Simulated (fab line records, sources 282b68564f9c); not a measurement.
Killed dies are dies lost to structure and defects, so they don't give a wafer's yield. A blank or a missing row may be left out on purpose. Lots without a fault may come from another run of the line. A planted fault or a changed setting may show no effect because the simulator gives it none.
fab line records | flow rit_cmos
record lots=6 wafers=18 last_day=6
route steps=202 shown NLDD@103 PLDD@114 M1@202
lots that met no fault: from a run of the same line without faults
start_h: hours from the record's first day to the start of the lot's first wafer shown | wait_h: hours since the lot's step before | " the same as in the row above | L1.1+2: a row that stands for several wafers | - no value, or no start given | * or withheld: withheld | < > ~ a bound
route shown NAME@n: a module of which the file shows steps, and the number in the route of the first | usual: mean/standard deviation of fault-free wafers | same: alike in all rows | chamber/n: place in a boat | sites: the reading at each site | _std_site: their standard deviation | _edge_site: outer sites' mean less inner sites' | radius_mm: how far each site lies from the wafer's centre | mask NAME#n: copy n | behind: the tool/chamber that last shaped the wafer | hold: why the lot was held/for how many hours/how that ended | device: the transistor (n, p or np) that didn't switch | end of line: the same wafers' tests at the end of the route | a step without rows: its recipe alone | killed: dies lost to structure and defects at the first sort, not the wafer's yield | map: a wafer's dies, x killed, . not, _ none there
set.NAME: the setting as run; set.NAME@STEP: as run at that earlier step | model.NAME: the simulator's own value behind a step, which no gauge read
lots at some steps of the route; a table a step, a row a wafer
services: from which hour (start_h, from the record's first day; less than 0 if before it) a tool's chamber was out of use, for how many hours, and why
## steps
# step RIT_NLDD_HMDS_00
# recipe prime_time_s=60 prime_temp_c=140
# step RIT_NLDD_COAT_01
# recipe resist=NOVOLAK spin_rpm=3250 resist_thk_nm=1000
# step RIT_NLDD_SOFTBAKE_02
# recipe resist=NOVOLAK temp_c=90 time_s=60
# step RIT_NLDD_EXPOSE_03
# recipe mask_id=M7 na=0.57 target_cd_nm=40700 dose_mj=250
# step RIT_NLDD_PEB_04
# recipe resist=NOVOLAK temp_c=withheld time_s=withheld
# step RIT_NLDD_DEVELOP_05
# recipe resist=NOVOLAK develop_time_s=50 dev_temp_c=23
# step RIT_NLDD_OVL_MEAS_06
# usual NLDD_OVL=0.0/1.3
# columns lot.wafer tool chamber start_h wait_h NLDD_OVL[nm]
L604.1 overlay-02 - 47.61 - -0.9
L604.3 " - " " -0.8
L604.5 " - " " -1.2
L608.1 overlay-02 - 67.17 - 0.9
L608.2 " - " " -0.9
L608.3 " - " " -1.4
L610.2 overlay-01 - 75.83 - -2.0
L610.3 " - " " -1.3
L610.5 " - " " -1.0
L614.2 overlay-02 - 96.03 - -1.8
L614.3 " - " " -0.6
L614.4 " - " " 1.4
L617.1 overlay-01 - 111.62 - -1.6
L617.3 " - " " -0.5
L617.6 " - " " -0.3
L619.1 overlay-01 - 121.37 - 1.4
L619.3 " - " " 3.2
L619.4 " - " " 1.0
# step RIT_NLDD_HARDBAKE_07
# recipe resist=NOVOLAK temp_c=140 time_s=60
# step RIT_NLDD_IMPLANT_08
# recipe species=P energy_kev=20 dose_cm2=5e+14 tilt_deg=7
# step RIT_NLDD_STRIP_09
# recipe chemistry=O2 time_s=180 resist=NOVOLAK platen_temp_c=withheld power_w=500 pressure_mtorr=4000 o2_flow_sccm=4000
# usual drypump_motor_current_A=5.6/0.32
# columns lot.wafer tool chamber start_h wait_h drypump_motor_current_A rf_hours_counter_h
L604.1 plasma_asher-03 0 47.95 0.1 5.8 42
L604.3 " 1 " " 5.4 -
L604.5 " 1 " " 5.4 -
L608.1 plasma_asher-01 1 67.53 0.1 6.2 41
L608.2 " 0 " " 5.4 41
L608.3 " 0 " " 5.4 -
L610.2 plasma_asher-02 0 76.16 0.1 5.3 42
L610.3 " 0 " " 5.2 -
L610.5 " 1 " " 5.7 -
L614.2 plasma_asher-02 1 96.36 0.1 5.7 45
L614.3 " 0 " " 5.3 -
L614.4 " 1 " " 5.7 -
L617.1 plasma_asher-03 0 111.95 0.1 5.9 49
L617.3 " 0 " " 5.8 -
L617.6 " 0 " " 5.9 -
L619.1 plasma_asher-02 1 121.71 0.1 5.7 0
L619.3 " 0 " " 5.3 -
L619.4 " 1 " " 5.6 -
# step RIT_NLDD_TW_MEAS_10
# usual NLDD_TW=2492/35
# columns lot.wafer tool chamber start_h wait_h NLDD_TW
L604.1 film_metro-02 - 48.13 0.1 2521
L604.3 " - " " 2520
L604.5 " - " " 2515
L608.1 film_metro-04 - 67.71 0.1 2448
L608.2 " - " " 2446
L608.3 " - " " 2468
L610.2 film_metro-03 - 76.34 0.1 2465
L610.3 " - " " 2457
L610.5 " - " " 2460
L614.2 film_metro-02 - 96.55 0.1 2530
L614.3 " - " " 2529
L614.4 " - " " 2526
L617.1 film_metro-02 - 112.13 0.1 2526
L617.3 " - " " 2525
L617.6 " - " " 2527
L619.1 film_metro-04 - 121.88 0.1 2454
L619.3 " - " " 2466
L619.4 " - " " 2449
# step RIT_PLDD_HMDS_00
# recipe prime_time_s=60 prime_temp_c=140
# step RIT_PLDD_COAT_01
# recipe resist=NOVOLAK spin_rpm=3250 resist_thk_nm=1000
# columns lot.wafer tool chamber start_h wait_h model.NOVOLAK_of_PLDD_COAT_01.thk_nm
L604.1 litho_track-02 0 48.34 0.1 1001
L604.3 " 0 " " 1002
L604.5 " 0 " " 1000
L608.1 litho_track-04 0 67.92 0.1 997.9
L608.2 " 0 " " 998.2
L608.3 " 0 " " 996.5
L610.2+5 litho_track-04 0 76.57 0.1 978.5
L610.3 " 0 " " 976.8
L614.2 litho_track-04 0 96.77 0.1 973.7
L614.3 " 0 " " 977.2
L614.4 " 0 " " 975.1
L617.1 litho_track-02 0 112.34 0.1 998.8
L617.3 " 0 " " 997
L617.6 " 0 " " 995.3
L619.1 litho_track-02 0 122.18 0.1 996
L619.3 " 0 " " 992.2
L619.4 " 0 " " 992
# step RIT_PLDD_SOFTBAKE_02
# recipe resist=NOVOLAK temp_c=90 time_s=60
# step RIT_PLDD_EXPOSE_03
# recipe mask_id=M8 na=0.57 target_cd_nm=40900 dose_mj=250
# step RIT_PLDD_PEB_04
# recipe resist=NOVOLAK temp_c=withheld time_s=withheld
# step RIT_PLDD_DEVELOP_05
# recipe resist=NOVOLAK develop_time_s=50 dev_temp_c=24.03
# step RIT_PLDD_OVL_MEAS_06
# usual PLDD_OVL=-1.4/1.3
# columns lot.wafer tool chamber start_h wait_h PLDD_OVL[nm]
L604.1 overlay-01 - 49.16 - -0.7
L604.3 " - " " -1.3
L604.5 " - " " -2.4
L608.1 overlay-02 - 68.74 - -1.3
L608.2 " - " " -0.6
L608.3 " - " " -1.6
L610.2 overlay-01 - 77.25 - -1.4
L610.3 " - " " -2.0
L610.5 " - " " -0.2
L614.2 overlay-01 - 97.58 - -1.5
L614.3 " - " " -3.3
L614.4 " - " " -1.5
L617.1 overlay-01 - 113.16 - -2.0
L617.3 " - " " -1.9
L617.6 " - " " -3.9
L619.1 overlay-01 - 123.01 - -0.2
L619.3 " - " " -1.6
L619.4 " - " " -0.9
# step RIT_PLDD_HARDBAKE_07
# recipe resist=NOVOLAK temp_c=140 time_s=60
# usual heater_power_total_W=62.54/0.048
# columns lot.wafer tool chamber start_h wait_h heater_power_total_W model.NOVOLAK_of_PLDD_COAT_01.thk_nm
L604.1 litho_track-02 0 49.20 0.0 62.49 884.9
L604.3 " 0 " " 62.48 885.7
L604.5 " 0 " " 62.55 884.3
L608.1 litho_track-04 0 68.78 0.0 62.43 882
L608.2 " 0 " " 62.49 882.2
L608.3 " 0 " " 62.53 880.7
L610.2 litho_track-01 0 77.30 0.0 62.49 864.9
L610.3 " 0 " " 62.57 863.5
L610.5 " 0 " " 62.54 864.9
L614.2 litho_track-01 0 97.63 0.0 62.57 860.7
L614.3 " 0 " " 62.56 863.9
L614.4 " 0 " " 62.55 862
L617.1 litho_track-04 0 113.20 0.0 62.45 882.8
L617.3 " 0 " " 62.64 881.2
L617.6 " 0 " " 62.66 879.7
L619.1 litho_track-04 0 123.04 0.0 62.49 880.3
L619.3 " 0 " " 62.52 877
L619.4 " 0 " " 62.55 876.8
# step RIT_PLDD_IMPLANT_08
# recipe species=BF2 energy_kev=20 dose_cm2=9e+14 tilt_deg=7
# step RIT_M1_PROBE_99
# usual killed_at_contacts=0.1/0.24 killed_at_front_end=7.1/2.8 killed_dies=7.2/2.8 killed_open=3.6/2.1 killed_short=3.6/1.9
# same gross_dies=264 killed_at_M0_to_M3=0 killed_at_M4_up=0 killed_at_back_side=0 killed_at_other=0
# columns lot.wafer tool chamber start_h wait_h killed_at_contacts killed_at_front_end killed_dies killed_open killed_short
L604.1 prober-02 - 65.44 0.1 0 8 8 4 4
L604.3 prober-02 - 65.54 0.2 0 7 7 3 4
L604.5 prober-02 - 65.64 0.2 0 8 8 3 5
L608.1 prober-02 - 83.16 0.1 0 6 6 5 1
L608.2 prober-02 - 83.21 0.1 1 6 7 2 5
L608.3 prober-02 - 83.26 0.2 0 5 5 1 4
L610.2 prober-02 - 91.11 0.1 0 8 8 4 4
L610.3 prober-02 - 91.16 0.2 0 7 7 5 2
L610.5 prober-02 - 91.26 0.2 0 4 4 3 1
L614.2 prober-01 - 111.48 0.1 0 7 7 5 2
L614.3 prober-01 - 111.53 0.2 0 5 5 3 2
L614.4 prober-01 - 111.58 0.2 0 3 3 0 3
L617.1 prober-02 - 127.81 0.1 0 8 8 3 5
L617.3 prober-02 - 127.91 0.2 0 17 17 10 7
L617.6 prober-02 - 128.06 0.2 0 8 8 7 1
L619.1 prober-02 - 138.02 0.1 0 3 3 3 0
L619.3 prober-02 - 138.12 0.2 0 4 4 0 4
L619.4 prober-02 - 138.17 0.2 0 7 7 2 5
# killed by level:class
L604.1 SPACER:geometric_particle:short=2 FOX1:geometric_particle:short=1 FOX1:geometric_particle:open=1 REOX:geometric_particle:open=1 SPACER:geometric_particle:open=1 SILICIDE:geometric_particle:short=1 SILICIDE:geometric_particle:open=1
L604.3 FOX1:geometric_particle:short=2 FOX1:geometric_particle:open=1 GATE:geometric_particle:short=1 REOX:geometric_particle:open=1 REOX:geometric_particle:short=1 SPACER:geometric_particle:open=1
L604.5 FOX1:geometric_particle:short=2 FOX1:geometric_particle:open=1 GATE:geometric_particle:short=1 GATE:geometric_particle:open=1 REOX:geometric_particle:short=1 REOX:geometric_particle:open=1 SILICIDE:geometric_particle:short=1
L608.1 SILICIDE:geometric_particle:open=3 GATE:geometric_particle:short=1 GATE:geometric_particle:open=1 REOX:geometric_particle:open=1
L608.2 SPACER:geometric_particle:short=2 FOX2:geometric_particle:short=1 REOX:geometric_particle:open=1 SILICIDE:geometric_particle:open=1 SILICIDE:geometric_particle:short=1 CONTACT:geometric_particle:short=1
L608.3 FOX1:geometric_particle:short=2 GATE:geometric_particle:open=1 REOX:geometric_particle:short=1 SPACER:geometric_particle:short=1
L610.2 FOX1:geometric_particle:short=2 GATE:geometric_particle:short=2 GATE:geometric_particle:open=2 SPACER:geometric_particle:open=2
L610.3 REOX:geometric_particle:open=3 FOX1:geometric_particle:short=2 FOX1:geometric_particle:open=1 GATE:geometric_particle:open=1
L610.5 GATE:geometric_particle:open=2 FOX1:geometric_particle:open=1 SILICIDE:geometric_particle:short=1
L614.2 GATE:geometric_particle:open=2 SPACER:geometric_particle:open=2 FOX1:geometric_particle:open=1 GATE:geometric_particle:short=1 SPACER:geometric_particle:short=1
L614.3 GATE:geometric_particle:short=2 ACTIVE:geometric_particle:open=1 FOX1:geometric_particle:open=1 GATE:geometric_particle:open=1
L614.4 GATE:geometric_particle:short=2 SILICIDE:geometric_particle:short=1
L617.1 REOX:geometric_particle:short=4 GATE:geometric_particle:open=2 GATE:geometric_particle:short=1 SILICIDE:geometric_particle:open=1
L617.3 GATE:geometric_particle:open=5 FOX1:geometric_particle:open=3 FOX1:geometric_particle:short=3 SILICIDE:geometric_particle:open=2 SILICIDE:geometric_particle:short=2 GATE:geometric_particle:short=1 REOX:geometric_particle:short=1
L617.6 GATE:geometric_particle:open=4 REOX:geometric_particle:open=2 FOX1:geometric_particle:open=1 GATE:geometric_particle:short=1
L619.1 FOX1:geometric_particle:open=1 SPACER:geometric_particle:open=1 SILICIDE:geometric_particle:open=1
L619.3 FOX1:geometric_particle:short=1 REOX:geometric_particle:short=1 SPACER:geometric_particle:short=1 SILICIDE:geometric_particle:short=1
L619.4 FOX1:geometric_particle:short=2 FOX1:geometric_particle:open=1 GATE:geometric_particle:open=1 REOX:geometric_particle:short=1 SPACER:geometric_particle:short=1 SILICIDE:geometric_particle:short=1
## services
# columns tool chamber start_h hours kind
plasma_asher-01 - 26.35 2.8 pm
plasma_asher-01 - 61.46 1.8 repair
plasma_asher-03 - 96.68 6.2 repair
plasma_asher-02 - 108.75 9.0 pm
plasma_asher-02 0 108.75 9.0 vent_cycle
plasma_asher-02 1 108.75 9.0 vent_cycle
plasma_asher-02 0 117.75 - clean
plasma_asher-02 1 117.75 - clean
## key
first_sign none at tools or gauges
model_effect step=RIT_PLDD_COAT_01 value=NOVOLAK_of_PLDD_COAT_01.thk_nm without=999.8 struck=976.6
model_effect step=RIT_PLDD_HARDBAKE_07 value=NOVOLAK_of_PLDD_COAT_01.thk_nm without=883.6 struck=863.3
met_at RIT_PLDD_COAT_01
struck_wafers L610.2,L610.3,L610.5,L614.2,L614.3,L614.4
tester_left_out L610,L614
onset_between 67.92 76.57
fault kind=process_parameter_drift tool=litho_track-04 chamber=- onset_h=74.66 steps=RIT_PLDD_COAT_01 channel=resist_thk_nm offset=-23.228 shape=step end_h=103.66 acts_in=these_recipes_only stated=1000
# tester_left_out: of these lots the tester's yield and bins aren't shown, on N5 and GAA mostly nor the transistor test; their killed dies are dies lost to structure and defects alone, not to doping, threshold or leakage, so they don't give the yield
